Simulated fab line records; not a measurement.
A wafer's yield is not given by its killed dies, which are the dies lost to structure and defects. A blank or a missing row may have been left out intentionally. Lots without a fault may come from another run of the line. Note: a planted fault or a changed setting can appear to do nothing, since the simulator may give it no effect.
Which tool was responsible? + flow rit-cmos + 14 lots, 42 wafers sampled, at 2 steps of a route of 202

## WHAT THE GAUGES SHOWED, per wafer
No reading from a measuring or inspecting step in the record can be judged against a usual standard deviation.

## EACH LOT AND THE TOOL THAT RAN IT (in order: tool; ch and the chambers of the sampled wafers; start)
| lot  | RIT_PRETRO_IMPLANT_08          | RIT_M1_PROBE_99        |
|------|--------------------------------|------------------------|
| L568 | implanter-01 ch 0, day 2 07:40 | prober-01, day 3 12:04 |
| L569 | implanter-03 ch 0, day 2 12:36 | prober-02, day 3 13:59 |
| L573 | implanter-02 ch 0, day 3 09:32 | prober-02, day 4 11:43 |
| L574 | implanter-03 ch 0, day 3 12:58 | prober-01, day 4 14:02 |
| L578 | implanter-01 ch 0, day 4 08:42 | prober-01, day 5 11:22 |
| L579 | implanter-01 ch 0, day 4 13:47 | prober-02, day 5 16:51 |
| L580 | implanter-03 ch 0, day 4 19:04 | prober-01, day 5 20:18 |
| L581 | implanter-03 ch 0, day 5 00:34 | prober-02, day 6 02:46 |
| L582 | implanter-03 ch 0, day 5 05:29 | prober-01, day 6 07:49 |
| L587 | implanter-03 ch 0, day 6 05:55 | prober-02, day 7 09:24 |
| L588 | implanter-03 ch 0, day 6 11:07 | prober-01, day 7 14:26 |
| L589 | implanter-01 ch 0, day 6 16:36 | prober-02, day 7 18:51 |
| L590 | implanter-01 ch 0, day 6 20:47 | prober-01, day 8 00:50 |
| L591 | implanter-01 ch 0, day 7 02:03 | prober-02, day 8 03:31 |
- RIT_PRETRO_IMPLANT_08
- RIT_M1_PROBE_99

## AS READ BY THE TOOLS THEMSELVES (means over the sampled wafers that have a number; for cases with no such wafer, the mark the record gives instead)
RIT_PRETRO_IMPLANT_08. Usual: tilt-deg 6.995 degrees, standard deviation 0.022.
| lot  | tool         | tilt-deg (degrees) | flag |
|------|--------------|--------------------|------|
| L568 | implanter-01 | 6.987              |      |
| L569 | implanter-03 | 7.009              |      |
| L573 | implanter-02 | 6.989              |      |
| L574 | implanter-03 | 6.972              |      |
| L578 | implanter-01 | 6.979              |      |
| L579 | implanter-01 | 7.019              |      |
| L580 | implanter-03 | 7.005              |      |
| L581 | implanter-03 | 7.025              |      |
| L582 | implanter-03 | 6.994              |      |
| L587 | implanter-03 | 6.055              | OFF  |
| L588 | implanter-03 | 6.120              | OFF  |
| L589 | implanter-01 | 6.987              |      |
| L590 | implanter-01 | 6.992              |      |
| L591 | implanter-01 | 6.958              |      |

RIT_M1_PROBE_99. Usual: killed-at-contacts 0.0, standard deviation 0.22; killed-at-front-end 6.5, standard deviation 3; killed-dies 6.6, standard deviation 3; killed-on-rim 1.7, standard deviation 1.3; killed-open 3.4, standard deviation 2.2; killed-short 3.3, standard deviation 1.7.
| lot  | tool      | killed-at-contacts | killed-at-front-end | killed-dies | killed-on-rim | killed-open | killed-short | flag |
|------|-----------|--------------------|---------------------|-------------|---------------|-------------|--------------|------|
| L568 | prober-01 | 0.0                | 3.7                 | 3.7         | 0.3           | 1.3         | 2.3          |      |
| L569 | prober-02 | 0.0                | 6.7                 | 6.7         | 0.7           | 3.0         | 3.7          |      |
| L573 | prober-02 | 0.0                | 8.0                 | 8.0         | 2.7           | 4.7         | 3.3          |      |
| L574 | prober-01 | 0.0                | 4.3                 | 4.3         | 1.0           | 1.7         | 2.7          |      |
| L578 | prober-01 | 0.0                | 9.0                 | 9.0         | 2.3           | 3.7         | 5.3          |      |
| L579 | prober-02 | 0.0                | 5.7                 | 5.7         | 1.0           | 2.0         | 3.7          |      |
| L580 | prober-01 | 0.3                | 6.0                 | 6.3         | 1.0           | 3.3         | 3.0          |      |
| L581 | prober-02 | 0.0                | 6.0                 | 6.0         | 0.7           | 3.0         | 3.0          |      |
| L582 | prober-01 | 0.0                | 6.7                 | 6.7         | 1.0           | 3.7         | 3.0          |      |
| L587 | prober-02 | 0.0                | 7.7                 | 7.7         | 1.0           | 5.0         | 2.7          |      |
| L588 | prober-01 | 0.0                | 4.0                 | 4.0         | 2.0           | 2.7         | 1.3          |      |
| L589 | prober-02 | 0.0                | 6.7                 | 6.7         | 2.3           | 3.7         | 3.0          |      |
| L590 | prober-01 | 0.0                | 5.3                 | 5.3         | 0.7           | 2.7         | 2.7          |      |
| L591 | prober-02 | 0.3                | 9.0                 | 9.3         | 2.0           | 3.7         | 5.7          |      |

## THE ANSWER, worked out from the rows above alone
Rule: take the mean of a lot's wafers that have a number; if it is more than 3 standard deviations from the usual mean, the lot is off. A lot without any number at a reading at which 4 lots or more have one is off too. All remaining lots with rows at the step are treated as sound. The gauges are gone through in route order, then the tools' own readings, and for those a lot's mean is taken as printed above. The first step at which some lot is off is used, and at that step the reading that is off furthest; a lot without a number counts as furthest.
Off: L587, L588, at RIT_PRETRO_IMPLANT_08 (tilt-deg).
If a tool, at that step or one of the process steps before it, ran each lot that is off and ran no sound lot following the first of them, it fits. One candidate fits, namely implanter-03 at RIT_PRETRO_IMPLANT_08. A fault onset in the window from L582 (day 5 05:29, its last sound lot) to L587 (day 6 05:55, its first lot off) fits.
The tool's own readings at RIT_PRETRO_IMPLANT_08 bear it out: on the lots that are off they differ by more than 5 times the standard deviation of the sound lots' means. tilt-deg reads 6.088 degrees there against 6.993 degrees on the sound lots.

## WHAT THE SIMULATOR PUT IN
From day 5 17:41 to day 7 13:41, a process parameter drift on implanter-03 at RIT_PRETRO_IMPLANT_08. The setting tilt-deg was moved by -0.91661, starting from 7. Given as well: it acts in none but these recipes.
Shown lots that were struck: L587, L588. The rule given above showed the same thing.
